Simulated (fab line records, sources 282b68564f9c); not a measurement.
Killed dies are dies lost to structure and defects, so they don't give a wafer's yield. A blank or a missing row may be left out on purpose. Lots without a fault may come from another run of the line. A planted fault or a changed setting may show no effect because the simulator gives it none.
A struck lot beside a sound one | flow rit_cmos | 15 steps out of a route of 202
Sound: wafers L156.1, L156.2, L156.4. Struck: wafers L157.1, L157.3, L157.6. The cause comes at the end.
At each step with rows: each side's tool, then ch and its chambers, then its first start. Under that, the readings that differ: sound wafers | struck wafers | difference of the means | sigmas: that difference in standard deviations of wafers without a fault.
alike: readings whose means differ by less than 2 such deviations, and words and numbers that are the same on both sides. not compared: withheld readings, readings that some wafer has no value for, bounds like >300 that may hide the same value, and numbers for which the record gives no deviation and whose values overlap.
The two part at a step that has a row with sigmas, a row that says differs or no value, or rows on one side only. Numbers that don't overlap but have no deviation are shown without sigmas and don't part them. A reading that every wafer of one side lacks parts them only if that side has two wafers or more.

first, 2 steps without rows for these wafers: RIT_SPACER_CLEAN_02 (cleans in SC2, time 600 s); RIT_SPACER_CVD_03 (deposits Si3N4 from SiH2Cl2/NH3, target thk 250 nm, time 3300 s).
RIT_SPACER_THK_MEAS_04:
  sound on film_metro-01, day 3 05:07; struck on film_metro-02, day 3 10:04
  alike: SPACER_NITRIDE_THK
RIT_SPACER_ETCHBACK_05: etches Si3N4 in SF6/CHF3, stops on SiO2, target depth 250 nm, time 240 s.
  sound on rie_diel-02 ch 1,2,3, day 3 05:11; struck on rie_diel-01 ch 0,1,2, day 3 10:08
  alike: SF6_flow_sccm, drypump_motor_current_A, oes_product_au, rf_fwd_power_W, throttle_valve_pct
  not compared: rf_hours_counter_h
then, 6 steps without rows for these wafers: RIT_NSD_HMDS_00 (prime time 60 s); RIT_NSD_COAT_01 (resist thk 1000 nm); RIT_NSD_SOFTBAKE_02 (time 60 s); RIT_NSD_EXPOSE_03 (exposes mask M9, target cd 40700 nm); RIT_NSD_PEB_04; RIT_NSD_DEVELOP_05 (develop time 50 s).
RIT_NSD_OVL_MEAS_06:
  sound on overlay-02, day 3 06:11; struck on overlay-02, day 3 11:08
  alike: NSD_OVL
then, 1 step without rows for these wafers: RIT_NSD_HARDBAKE_07 (time 60 s).
RIT_NSD_IMPLANT_08:
  sound on implanter-03 ch 0, day 3 06:22; struck on implanter-03 ch 0, day 3 11:19
  reading                   | sound                | struck               | difference | sigmas
  beam_energy_keV           | 24.999 25.000 25.000 | 24.060 24.059 24.075 | -0.935     | -99 or more
  model.implant.drp_nm (nm) | 14.84 14.84 14.84    | 14.5 14.5 14.5       | -0.3       |
RIT_NSD_STRIP_09: strips in O2, time 180 s.
  sound on plasma_asher-03 ch 0,1, day 3 06:31; struck on plasma_asher-03 ch 0,1, day 3 11:28
  alike: drypump_motor_current_A
  not compared: rf_hours_counter_h
then, 1 step without rows for these wafers: RIT_M1_PROBE_99.

WHERE THEY PART
Only at RIT_NSD_IMPLANT_08, within this record. Later steps at which nothing parts them and some readings are alike: RIT_NSD_STRIP_09.

WHY: what the simulator had put in
Process parameter drift: implanter-03, from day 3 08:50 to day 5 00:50, at RIT_NSD_IMPLANT_08. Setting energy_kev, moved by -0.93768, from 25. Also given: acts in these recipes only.
